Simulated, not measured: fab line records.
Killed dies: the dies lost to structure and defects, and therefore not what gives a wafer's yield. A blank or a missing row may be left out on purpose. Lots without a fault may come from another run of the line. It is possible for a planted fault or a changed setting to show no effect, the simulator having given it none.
A struck lot beside a sound one | flow berkeley-cmos170 | 14 out of 331 route steps
Sound: these wafers, L790.1, L790.4, L790.5. The struck wafers were L784.1, L784.2, L784.6. Last of all comes the cause.
Per side, at each step with rows, come the tool, then ch with its chambers, and then its first start. Under that, the readings that differ: sound wafers | struck wafers | difference of the means | sigmas: that difference in standard deviations of wafers without a fault.
alike: same words and numbers on both sides, and readings whose means sit less than 2 such deviations apart. not compared: any withheld reading, any reading some wafer has no value for, any bound like >300 that may hide the same value, and any number with overlapping values for which the record gives no deviation.
A row with sigmas, a row that says differs or no value, or rows on one side alone: a step with any of these is where the two part. When numbers do not overlap yet have no deviation, they are printed without sigmas and do not part them. Lack of a reading on every wafer of one side parts them only where that side has two or more wafers.

UCB170_PLDD_TW_MEAS_11:
  sound: film-metro-01 at day 10 11:34; struck: film-metro-03 at day 9 00:39
  reading | sound          | struck         | difference | sigmas
  PLDD_TW | 1008 1006 1005 | 1019 1016 1018 | +11        | +2
then, 7 steps without rows for these wafers: UCB170_PLDD_CLEAN_12 (cleans in SPM, time 600 s); UCB170_NLDD_HMDS_00 (prime time 60 s); UCB170_NLDD_COAT_01 (resist thk 900 nm); UCB170_NLDD_SOFTBAKE_02 (time 60 s); UCB170_NLDD_EXPOSE_03 (exposes mask NSELECT, target cd 1200 nm); UCB170_NLDD_PEB_04; UCB170_NLDD_DEVELOP_05 (develop time 45 s).
UCB170_NLDD_CD_MEAS_06 targets a cd of 1200 nm.
  sound: cd-sem-02 at day 10 12:50; struck: cd-sem-02 at day 9 02:37
  reading    | sound                | struck               | difference | sigmas
  cd-nm (nm) | 1198.7 1198.2 1197.4 | 1201.1 1200.8 1200.7 | +2.8       | +2
UCB170_NLDD_OVL_MEAS_07:
  sound: overlay-01 at day 10 12:58; struck: overlay-02 at day 9 02:44
  alike: NLDD_OVL
then, 2 steps without rows for these wafers: UCB170_NLDD_IMPLANT_08; UCB170_NLDD_IMPLANT_09.
UCB170_NLDD_STRIP_10: strips in O2.
  sound on plasma-asher-04 ch 1, day 10 13:18; struck on plasma-asher-02 ch 0,1, day 9 03:04
  no value came back on the struck wafers for any of 5 readings (chamber-pressure-mTorr (mTorr), drypump-motor-current-A (A) and others); on the sound wafers chamber-pressure-mTorr (mTorr) reads 3503 3500 3499
  reading                               | sound | struck            | difference | sigmas
  model.KrF_of_NLDD_COAT_01.thk-nm (nm) | 0 0 0 | 885.7 889.5 889.9 | +888.4     |
  not compared: rf-hours-counter-h
UCB170_NLDD_TW_MEAS_11:
  sound: film-metro-01 at day 10 13:24; struck: film-metro-01 at day 9 03:10
  alike: NLDD_TW

## WHERE THEY PART
First at UCB170_PLDD_TW_MEAS_11; last, within this record, at UCB170_NLDD_STRIP_10. Later steps at which nothing parts them and some readings are alike: UCB170_NLDD_TW_MEAS_11.

WHY: the cause the simulator had injected
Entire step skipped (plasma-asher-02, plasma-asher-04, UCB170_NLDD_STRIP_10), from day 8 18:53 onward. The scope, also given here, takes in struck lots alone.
